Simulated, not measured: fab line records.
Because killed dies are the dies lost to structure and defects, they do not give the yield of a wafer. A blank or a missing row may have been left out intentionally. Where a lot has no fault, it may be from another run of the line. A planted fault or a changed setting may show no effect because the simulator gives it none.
A lot that was struck, set against a sound lot :: flow rit-cmos :: 15 steps out of a route of 202
Sound: the wafers L425.3, L425.4, L425.6. The struck wafers were L429.1, L429.3, L429.4. The cause comes at the end.
Order at every step that has rows: each side's tool, ch and its chambers, its first start. Under that, the readings that differ: sound wafers :: struck wafers :: difference of the means :: sigmas: that difference in standard deviations of wafers without a fault.
alike: same words and numbers on both sides, and readings whose means sit less than 2 such deviations apart. not compared: any withheld reading, any reading some wafer has no value for, any bound like >300 that may hide the same value, and any number with overlapping values for which the record gives no deviation.
The two part at a step that has a row with sigmas, a row that says differs or no value, or rows on one side only. Numbers that don't overlap but have no deviation are shown without sigmas and don't part them. A reading missing from all wafers of one side parts the sides only when that side holds two or more wafers.

RIT_FOX1_THK_MEAS_01:
  sound on film-metro-04, day 2 18:03; struck on film-metro-03, day 3 15:22
  alike: FOX1_OXIDE_THK
then, 2 steps without rows for these wafers: RIT_FOX1_WET_ETCH_02 (etches SiO2 in BOE, target depth 350 nm, time 390 s); RIT_FOX2_OXIDATION_00 (target thk 350.7 nm, ox time 1130 s).
RIT_FOX2_THK_MEAS_01:
  sound on film-metro-03, day 2 19:32; struck on film-metro-03, day 3 17:07
  alike: FOX2_OXIDE_THK
then, 2 steps without rows for these wafers: RIT_FOX2_CLEAN_02 (cleans in dHF, time 173 s); RIT_FOX2_WET_ETCH_03 (etches Si3N4 in H3PO4, target depth 195 nm, time 2700 s).
RIT_FOX2_THK_MEAS_90:
  sound on film-metro-03, day 2 20:25; struck on film-metro-04, day 3 18:03
  alike: FIELD_OXIDE_LEFT_1_THK
then, 5 steps without rows for these wafers: RIT_NWELL_HMDS_00 (prime time 60 s); RIT_NWELL_COAT_01 (resist thk 1300 nm); RIT_NWELL_SOFTBAKE_02 (time 60 s); RIT_NWELL_EXPOSE_03 (exposes mask M2, target cd 43900 nm); RIT_NWELL_PEB_04.
RIT_NWELL_DEVELOP_05: develop time 64.78 s.
  sound on litho-track-01 ch 0, day 2 21:00; struck on litho-track-01 ch 0, day 3 18:00
reading: developer-temp-C (C)
sound: 22.90 23.06 23.02
struck: 25.37 25.33 25.30
difference: +2.34
sigmas: +20
  alike: chill-plate-temp-C, exhaust-pa
RIT_NWELL_OVL_MEAS_06:
  sound on overlay-01, day 2 21:21; struck on overlay-01, day 3 19:07
reading: NWELL_OVL (nm)
sound: 0.4 0.3 1.4
struck: -1.1 -3.6 -1.6
difference: -2.8
sigmas: -3
RIT_M1_PROBE_99:
  sound on prober-01, day 4 10:59; struck on prober-01, day 5 06:53
reading: killed_at_M0_to_M3
sound: 0 0 0
struck: 0 2 0
difference: +1
sigmas: +4
  alike: killed-at-contacts, killed-at-front-end, killed-dies, killed-open, killed-short

## WHERE THEY PART
Earliest at RIT_NWELL_DEVELOP_05; latest, in this record, at RIT_M1_PROBE_99.

WHY: the cause the simulator had injected
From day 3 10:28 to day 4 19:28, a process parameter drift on litho-track-01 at RIT_NWELL_DEVELOP_05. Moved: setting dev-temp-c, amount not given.
